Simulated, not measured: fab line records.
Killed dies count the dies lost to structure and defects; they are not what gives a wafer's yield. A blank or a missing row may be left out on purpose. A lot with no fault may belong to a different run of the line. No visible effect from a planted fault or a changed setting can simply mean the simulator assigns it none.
What tool caused it? + flow rit-cmos + Sampling: 15 lots, 45 wafers, 2 of 202 route steps

WHAT THE GAUGES SHOWED, per wafer
No reading from a measuring or inspecting step in the record can be judged against a usual standard deviation.

WHAT TOOL EACH LOT RAN ON (gives the tool, then ch and the chambers of the sampled wafers, and finally the start)
| lot  | RIT_CONTACT_STRIP_12                | RIT_M1_PROBE_99        |
|------|-------------------------------------|------------------------|
| L821 | plasma-asher-04 ch 0,1, day 3 11:14 | -                      |
| L824 | plasma-asher-02 ch 1, day 4 03:08   | prober-01, day 4 07:47 |
| L825 | plasma-asher-03 ch 0,1, day 4 07:15 | -                      |
| L826 | plasma-asher-02 ch 0,1, day 4 11:53 | prober-01, day 4 16:59 |
| L827 | plasma-asher-04 ch 0, day 4 15:42   | -                      |
| L828 | plasma-asher-04 ch 0,1, day 5 00:43 | -                      |
| L829 | plasma-asher-02 ch 0,1, day 5 08:24 | -                      |
| L830 | plasma-asher-03 ch 0,1, day 5 11:18 | prober-01, day 5 16:19 |
| L831 | plasma-asher-04 ch 0,1, day 5 13:36 | prober-02, day 5 18:38 |
| L832 | plasma-asher-03 ch 0,1, day 5 20:59 | prober-01, day 6 01:49 |
| L833 | plasma-asher-02 ch 0,1, day 6 00:58 | prober-02, day 6 05:43 |
| L838 | plasma-asher-02 ch 0,1, day 7 03:47 | prober-01, day 7 08:37 |
| L839 | plasma-asher-02 ch 0,1, day 7 05:50 | prober-02, day 7 10:44 |
| L840 | plasma-asher-03 ch 0,1, day 7 13:22 | -                      |
| L842 | plasma-asher-02 ch 0,1, day 8 01:11 | prober-01, day 8 06:17 |
- RIT_CONTACT_STRIP_12: strips in O2, time 180 s.
- RIT_M1_PROBE_99

WHAT THE TOOLS THEMSELVES READ (means of the sampled wafers that have a number; where no wafer has one, the mark that the record gives instead)
RIT_CONTACT_STRIP_12.
| lot  | tool            | drypump-motor-current-A (A) |
|------|-----------------|-----------------------------|
| L821 | plasma-asher-04 | 5.8                         |
| L824 | plasma-asher-02 | 5.3                         |
| L825 | plasma-asher-03 | 5.3                         |
| L826 | plasma-asher-02 | 5.9                         |
| L827 | plasma-asher-04 | 5.3                         |
| L828 | plasma-asher-04 | 5.6                         |
| L829 | plasma-asher-02 | 5.5                         |
| L830 | plasma-asher-03 | 5.2                         |
| L831 | plasma-asher-04 | 5.8                         |
| L832 | plasma-asher-03 | 5.2                         |
| L833 | plasma-asher-02 | 5.6                         |
| L838 | plasma-asher-02 | 5.6                         |
| L839 | plasma-asher-02 | 5.6                         |
| L840 | plasma-asher-03 | 5.2                         |
| L842 | plasma-asher-02 | 5.9                         |

RIT_M1_PROBE_99.
| lot  | tool      | killed_at_M0_to_M3 | killed-at-contacts | killed-at-front-end | killed-dies | killed-on-rim | killed-open | killed-short |
|------|-----------|--------------------|--------------------|---------------------|-------------|---------------|-------------|--------------|
| L824 | prober-01 | 0.0                | 0.0                | 10                  | 10          | 2.3           | 5.0         | 5.3          |
| L826 | prober-01 | 0.0                | 0.0                | 4                   | 4           | 1.0           | 0.7         | 3.0          |
| L830 | prober-01 | 0.0                | 0.0                | 7                   | 7           | 1.7           | 3.0         | 4.3          |
| L831 | prober-02 | 0.0                | 0.3                | 5                   | 5           | 2.3           | 3.3         | 2.0          |
| L832 | prober-01 | 0.0                | 0.0                | 9                   | 9           | 3.7           | 5.3         | 3.7          |
| L833 | prober-02 | 0.0                | 0.7                | 9                   | 10          | 2.7           | 4.3         | 5.7          |
| L838 | prober-01 | 0.0                | 29.3               | 6                   | 35          | 11.0          | 2.3         | 3.7          |
| L839 | prober-02 | 0.0                | 27.7               | 4                   | 32          | 9.0           | 1.3         | 3.0          |
| L842 | prober-01 | 0.0                | 24.3               | 7                   | 31          | 10.0          | 3.3         | 3.3          |

THE ANSWER, worked out from the rows above alone
Rule: usual is defined by the lots themselves. The widest of any qualifying gaps counts: lots, ordered by their means at a reading, are off when they make up no more than a third of the lots, leave a main group of 4 or more, and stand apart from it by 3 or more times the standard deviation of that group's means. The tables above print the reading to a certain number of digits; a main group whose means all agree to those digits is not used. A lot without any number at a reading at which 4 lots or more have one is off too. Where the step has rows for the other lots, those lots are counted as sound. First the gauges in route order, then the tools' own readings, where a lot's mean is used as printed above. The first step at which some lot is off is used, and at that step the reading that is off furthest; a lot without a number counts as furthest.
Off: L838, L839, L842 (RIT_M1_PROBE_99, killed-at-contacts). Mean 0.2 and standard deviation 0.26 in the main group. Neither off nor sound, because the step has no rows for them: L821, L825, L827, L828, L829, L840.
A tool fits if, at that step or a process step before it, it ran every lot that is off, and no sound lot after the first of them. One fits: plasma-asher-02 at RIT_CONTACT_STRIP_12. Its last sound lot is L833 (day 6 00:58), its first lot that is off L838 (day 7 03:47): a fault that began between those two fits.

WHAT THE SIMULATOR HAD PUT IN
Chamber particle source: plasma-asher-02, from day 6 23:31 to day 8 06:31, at RIT_CONTACT_STRIP_12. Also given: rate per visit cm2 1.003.
Lots struck among those shown: L838, L839, L842. Same finding as the rule above.
